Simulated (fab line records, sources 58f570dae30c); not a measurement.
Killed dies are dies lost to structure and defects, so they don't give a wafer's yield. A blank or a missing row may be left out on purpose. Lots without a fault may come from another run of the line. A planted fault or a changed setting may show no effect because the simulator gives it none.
Split-lot experiment | flow berkeley_cmos170 | 5 lots, 23 wafers read, on a route of 331 steps

THE SPLIT
At UCB170_WELLDRIVE_OXIDATION_01 (target thk 199 nm, ox time 9000 s), the setting ox_time_s was moved away from the recipe's 9000 s on 10 of the 23 wafers read, by -13.1% to +12.4%. The other wafers ran this setting at the recipe's value.

The file shows no step between the split and the reading.

THE READING
WELLDRIVE_OXIDE_THK, in nm, at UCB170_WELLDRIVE_THK_MEAS_02. Fault-free wafers of this fab line usually give 200 nm, standard deviation 4.2 nm.

wafer  | tool, chamber at the split | ox_time_s as run, s | against the recipe | WELLDRIVE_OXIDE_THK, nm | against lot-mates on the recipe
L074.2 | -, -                       | 10120               | +12.4%             | 221                     | no lot-mate on the recipe
L074.3 | -, -                       | 10120               | +12.4%             | 220                     | no lot-mate on the recipe
L074.4 | -, -                       | 10120               | +12.4%             | 222                     | no lot-mate on the recipe
L074.5 | -, -                       | 10120               | +12.4%             | 223                     | no lot-mate on the recipe
L074.6 | -, -                       | 10120               | +12.4%             | 221                     | no lot-mate on the recipe
L075.1 | -, -                       | 9000                | recipe             | 204                     | -
L075.2 | -, -                       | 9000                | recipe             | 202                     | -
L075.3 | -, -                       | 9000                | recipe             | 198                     | -
L075.4 | -, -                       | 9000                | recipe             | 204                     | -
L075.5 | -, -                       | 9000                | recipe             | 198                     | -
L076.2 | -, -                       | 9000                | recipe             | 204                     | -
L076.3 | -, -                       | 9000                | recipe             | 202                     | -
L076.4 | -, -                       | 9000                | recipe             | 201                     | -
L076.5 | -, -                       | 9000                | recipe             | 203                     | -
L076.6 | -, -                       | 9000                | recipe             | 203                     | -
L078.2 | furnace-04, 0              | 9000                | recipe             | 197                     | -
L078.3 | furnace-04, 0              | 9000                | recipe             | 197                     | -
L078.4 | furnace-04, 0              | 9000                | recipe             | 201                     | -
L085.1 | -, -                       | 7825                | -13.1%             | 186                     | no lot-mate on the recipe
L085.3 | -, -                       | 7825                | -13.1%             | 187                     | no lot-mate on the recipe
L085.4 | -, -                       | 7825                | -13.1%             | 188                     | no lot-mate on the recipe
L085.5 | -, -                       | 7825                | -13.1%             | 186                     | no lot-mate on the recipe
L085.6 | -, -                       | 7825                | -13.1%             | 185                     | no lot-mate on the recipe

THE FIT
A straight line over all 23 wafers: WELLDRIVE_OXIDE_THK changes by +1.37 nm for each +1% of ox_time_s; r = +0.98; the points scatter about the line by 2.7 nm.
Too few moved wafers have a lot-mate on the recipe to fit a line with each lot's own level taken away.

THE WHOLE CHAIN: every reading that the file lists as answering this split, in the file's order
step                          | what it does                      | reading                                                                                | change (the file's fit)              | r (the file's)
UCB170_WELLDRIVE_OXIDATION_01 | target thk 199 nm, ox time 9000 s | SiO2_of_WELLDRIVE_OXIDATION_01.thk_nm (the simulator's own value, which no gauge read) | +1.38 nm for each +1% of the setting | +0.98
UCB170_WELLDRIVE_THK_MEAS_02  |                                   | WELLDRIVE_OXIDE_THK                                                                    | +1.38 for each +1% of the setting    | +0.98

THE FILE'S OWN FIT
WELLDRIVE_OXIDE_THK changes by +1.38 nm for each +1% of ox_time_s, r = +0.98.
